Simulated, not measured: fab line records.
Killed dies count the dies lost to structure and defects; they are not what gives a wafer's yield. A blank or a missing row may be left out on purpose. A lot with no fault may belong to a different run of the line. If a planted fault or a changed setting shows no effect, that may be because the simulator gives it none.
2 desks, one fault + flow rit cmos + each desk has only its own numbers; what lay behind them comes last

## FROM THE METROLOGY DESK
Means of the sampled wafers that have a number, per lot and without regard to the tool the lot ran on: this is what the gauges read. A lot is out of limits, marked OUT, if its mean lies more than 4 standard deviations from the usual mean; the brackets give that distance.
Columns: A = PLDD_OVL at RIT_PLDD_OVL_MEAS_06, usual 0.3 nm; B = NSD_OVL at RIT_NSD_OVL_MEAS_06, usual 0.0 nm; C = cd nm at RIT_M1_CD_MEAS_90, usual 2599 nm
| lot  | first seen here | A    | B                        | C    |
|------|-----------------|------|--------------------------|------|
| L385 | day 2 21:10     | -0.1 | 0.8                      | 2600 |
| L386 | day 3 01:14     | 2.1  | -1.2                     | 2599 |
| L387 | day 3 09:59     | 1.6  | 0.1                      | 2602 |
| L388 | day 3 14:17     | -0.1 | 0.8                      | 2595 |
| L389 | day 3 17:23     | -1.5 | 0.0                      | 2597 |
| L390 | day 4 00:35     | 0.7  | -0.4                     | 2601 |
| L391 | day 4 03:02     | -0.6 | 1.9                      | 2598 |
| L392 | day 4 07:43     | -0.5 | 3638.6 (+99 or more) OUT | 2598 |
| L393 | day 4 12:56     | -0.9 | 3637.4 (+99 or more) OUT | -    |
| L394 | day 4 18:46     | -1.4 | 3636.8 (+99 or more) OUT | 2601 |
| L395 | day 4 21:55     | 1.0  | 3637.5 (+99 or more) OUT | -    |
| L396 | day 5 06:41     | 0.4  | -0.1                     | 2602 |
| L397 | day 5 09:53     | -0.2 | 0.5                      | 2600 |
| L398 | day 5 18:05     | 0.6  | 0.5                      | 2597 |
| L404 | day 6 20:12     | -0.4 | 1.3                      | 2603 |
| L406 | day 7 09:13     | 2.3  | 0.1                      | 2601 |
This desk's result: L392, L393, L394, L395 out of limits, first on L392 (NSD_OVL at RIT_NSD_OVL_MEAS_06), day 4 11:46. L385, L386, L387, L388, L389, L390, L391, L396, L397, L398, L404, L406 stayed within limits.

## DESK OF THE TOOL OWNER: iline stepper-01
The tool's own readings at RIT_NSD_EXPOSE_03 (exposes mask M9, target cd 40700 nm): means of the sampled wafers that have a number, for each lot that ran on this tool. A lot is out of limits, marked OUT, if its mean lies more than 4 standard deviations from the usual mean; the brackets give that distance.
Columns: A = focus offset nm at RIT_NSD_EXPOSE_03, usual 0.0 nm
| lot  | first seen here | A    |
|------|-----------------|------|
| L386 | day 3 05:11     | -0.1 |
| L387 | day 3 13:34     | 0.2  |
| L389 | day 3 21:02     | -0.3 |
| L390 | day 4 04:07     | -0.1 |
| L392 | day 4 11:23     | -0.2 |
| L393 | day 4 16:29     | -0.6 |
| L394 | day 4 22:19     | -0.4 |
| L395 | day 5 01:29     | 0.5  |
This desk found nothing out of limits on any of the 8 lots.

## ALL TOGETHER
The metrology desk could have raised an alarm at day 4 11:46, on L392, L393, L394, L395.
The desk of the tool owner found nothing out of limits.
Tool owner's desk: L392, L393, L394, L395 on record, inside its limits.
Of the lots named, all ran RIT_NSD_EXPOSE_03 on iline stepper-01.

## WHAT THE SIMULATOR HAD PUT IN
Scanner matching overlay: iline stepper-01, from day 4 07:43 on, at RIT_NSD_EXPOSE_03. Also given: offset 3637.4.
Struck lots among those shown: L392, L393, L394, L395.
Time in hours between the start of the fault and the first out-of-limits reading at each desk: metrology desk, 4.
